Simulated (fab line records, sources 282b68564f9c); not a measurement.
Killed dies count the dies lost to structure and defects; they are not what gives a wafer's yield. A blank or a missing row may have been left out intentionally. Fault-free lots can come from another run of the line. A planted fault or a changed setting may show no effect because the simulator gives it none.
A struck lot beside a sound one / flow rit-cmos / 18 steps out of a route of 202
Sound: the wafers L392.3, L392.4, L392.6. The struck wafers were L384.2, L384.3, L384.6. The cause comes at the end.
Each step with rows lists, per side, the tool, then ch with its chambers, then its first start. Under that, the readings that differ: sound wafers / struck wafers / difference of the means / sigmas: that difference in standard deviations of wafers without a fault.
alike: readings whose means differ by less than 2 such deviations, and words and numbers that are the same on both sides. not compared: withheld readings, readings that some wafer has no value for, bounds like >300 that may hide the same value, and numbers for which the record gives no deviation and whose values overlap.
A row with sigmas, a row that says differs or no value, or rows on one side alone: a step with any of these is where the two part. Non-overlapping numbers with no deviation appear without sigmas and do not part them. Lack of a reading on every wafer of one side parts them only where that side has two or more wafers.

first, 4 steps without rows for these wafers: RIT_NWELL_SOFTBAKE_02 (time 60 s); RIT_NWELL_EXPOSE_03 (exposes mask M2, target cd 43900 nm); RIT_NWELL_PEB_04; RIT_NWELL_DEVELOP_05 (develop time 68 s).
RIT_NWELL_OVL_MEAS_06:
  sound on overlay-02 at day 5 18:45; struck on overlay-01 at day 3 23:49
  alike: NWELL_OVL
then, 2 steps without rows for these wafers: RIT_NWELL_HARDBAKE_07 (time 120 s); RIT_NWELL_IMPLANT_08.
RIT_NWELL_STRIP_09: strips in O2, time 180 s.
  sound on plasma-asher-04 ch 0,1, day 5 19:21; struck on plasma-asher-04 ch 1, day 4 00:15
  alike: drypump-motor-current-A
  not compared: rf-hours-counter-h
RIT_NWELL_TW_MEAS_10:
  sound on film-metro-04 at day 5 19:29; struck on film-metro-01 at day 4 00:26
  alike: NWELL_TW
then, 3 steps without rows for these wafers: RIT_PWELL_HMDS_00 (prime time 60 s); RIT_PWELL_COAT_01 (resist thk 1300 nm); RIT_PWELL_SOFTBAKE_02 (time 60 s).
RIT_PWELL_EXPOSE_03: exposes mask M3, target cd 43700 nm.
  sound on iline-stepper-01 ch 0, day 5 20:08; struck on iline-stepper-02 ch 0, day 4 01:05
reading=model.PWELL.overlay-x-nm (nm); sound=0.9646 0.9646 0.9646; struck=419.9 419.9 419.9; difference=+418.9; sigmas=
  alike: mask, stage-vel-mm-s
then, 2 steps without rows for these wafers: RIT_PWELL_PEB_04; RIT_PWELL_DEVELOP_05 (develop time 68 s).
RIT_PWELL_OVL_MEAS_06:
  sound on overlay-01 at day 5 20:33; struck on overlay-01 at day 4 01:30
reading=PWELL_OVL (nm); sound=3.7 1.4 0.3; struck=419.1 421.2 419.9; difference=+418.3; sigmas=+99 or more
then, 1 step without rows for these wafers: RIT_PWELL_HARDBAKE_07 (time 120 s).
RIT_M1_PROBE_99:
  sound on prober-01 at day 7 15:16; struck on prober-01 at day 5 14:04
reading=model.etest.well-edge-left.line-ohm-um; sound=182.5 185.2 183.7; struck=226.9 224.1 224.9; difference=+41.5; sigmas=
reading=model.etest.well-edge-right.line-ohm-um; sound=183.2 185.1 184.3; struck=160.8 161.3 160.5; difference=-23.3; sigmas=
reading=model.etest.iso-nwell-nwell.bv-v (V); sound=22.38 21.92 22.27; struck=19.93 19.73 19.32; difference=-2.53; sigmas=
  alike: killed-at-contacts, killed-at-front-end, killed-dies, killed-open, killed-short
  not compared: model.etest.iso-nplus-nwell.lateral-log10-a-um

WHERE THEY PART
Within this record, at RIT_PWELL_OVL_MEAS_06 only. Later steps at which nothing parts them and some readings are alike: RIT_M1_PROBE_99.

WHY: what had been put in by the simulator
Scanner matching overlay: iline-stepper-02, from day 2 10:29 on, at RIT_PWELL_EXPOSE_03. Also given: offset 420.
